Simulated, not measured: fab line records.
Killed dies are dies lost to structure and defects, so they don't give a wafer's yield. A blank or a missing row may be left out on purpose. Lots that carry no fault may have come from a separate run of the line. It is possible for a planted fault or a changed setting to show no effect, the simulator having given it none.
A lot that was struck, set against a sound lot -- flow berkeleyCmos170 -- 14 out of 331 route steps
Sound: the wafers L848.1, L848.2, L848.5. Struck: wafers L864.2, L864.3, L864.6. Last of all comes the cause.
At each step with rows: each side's tool, then ch and its chambers, then its first start. Under that, the readings that differ: sound wafers -- struck wafers -- difference of the means -- sigmas: that difference in standard deviations of wafers without a fault.
alike: same words and numbers on both sides, and readings whose means sit less than 2 such deviations apart. not compared: any withheld reading, any reading some wafer has no value for, any bound like >300 that may hide the same value, and any number with overlapping values for which the record gives no deviation.
Wherever a step has rows on one side only, a row that says differs or no value, or a row with sigmas, the two part there. Numbers that have no deviation but don't overlap get no sigmas and don't part them. A reading missing from all wafers of one side parts the sides only when that side holds two or more wafers.

UCB170_M2_SPUTTER_01: material Al, target thk 900 nm, time 120 s.
  sound on pvdSputter-04 at day 7 06:01; struck on pvdSputter-01 at day 10 18:52
  alike: throttleValvePct
UCB170_M2_RS_MEAS_02: uses a four-point probe to measure.
  sound on filmMetro-03 at day 7 06:06; struck on filmMetro-04 at day 10 18:58
reading,sound,struck,difference,sigmas
M2_AL_RS (ohm/sq),0.0316 0.0317 0.0314,0.0328 0.0322 0.0326,+0.0010,+2
UCB170_M2_THK_MEAS_03: measures by xrf.
  sound on filmMetro-03 at day 7 06:13; struck on filmMetro-04 at day 10 19:05
  alike: M2_AL_THK
then, 3 steps without rows for these wafers: UCB170_M2_HMDS_04 (prime time 60 s); UCB170_M2_COAT_05 (resist thk 900 nm); UCB170_M2_SOFTBAKE_06 (time 60 s).
UCB170_M2_STRIP_07: strips in O2.
  sound on plasmaAsher-03 ch 0,1, day 7 06:44; struck on plasmaAsher-01 ch 0, day 10 19:35
  alike: drypumpMotorCurrentA, oesProductAu, stripTimeToEndpointS
  not compared: rfHoursCounterH
then, 5 steps without rows for these wafers: UCB170_M2_STRIP_08 (strips KrF in DMSO, time 600 s); UCB170_M2_COAT_09; UCB170_M2_COAT_10 (resist thk 900 nm); UCB170_M2_SOFTBAKE_11 (time 60 s); UCB170_M2_EXPOSE_12 (exposes mask METAL2, target cd 700 nm).
UCB170_M2_PEB_13:
  sound on lithoTrack-02 ch 0, day 7 08:05; struck on lithoTrack-02, day 10 21:14
  no value came back on the struck wafers for chillPlateTempC (C), exhaustPa (Pa); on the sound wafers chillPlateTempC (C) reads 23.18 23.00 22.90
then, 1 step without rows for these wafers: UCB170_M2_DEVELOP_14 (develop time 45 s).

WHERE THEY PART
At UCB170_M2_RS_MEAS_02 first; at UCB170_M2_PEB_13 last (within this record only).

WHY: what the simulator had put in
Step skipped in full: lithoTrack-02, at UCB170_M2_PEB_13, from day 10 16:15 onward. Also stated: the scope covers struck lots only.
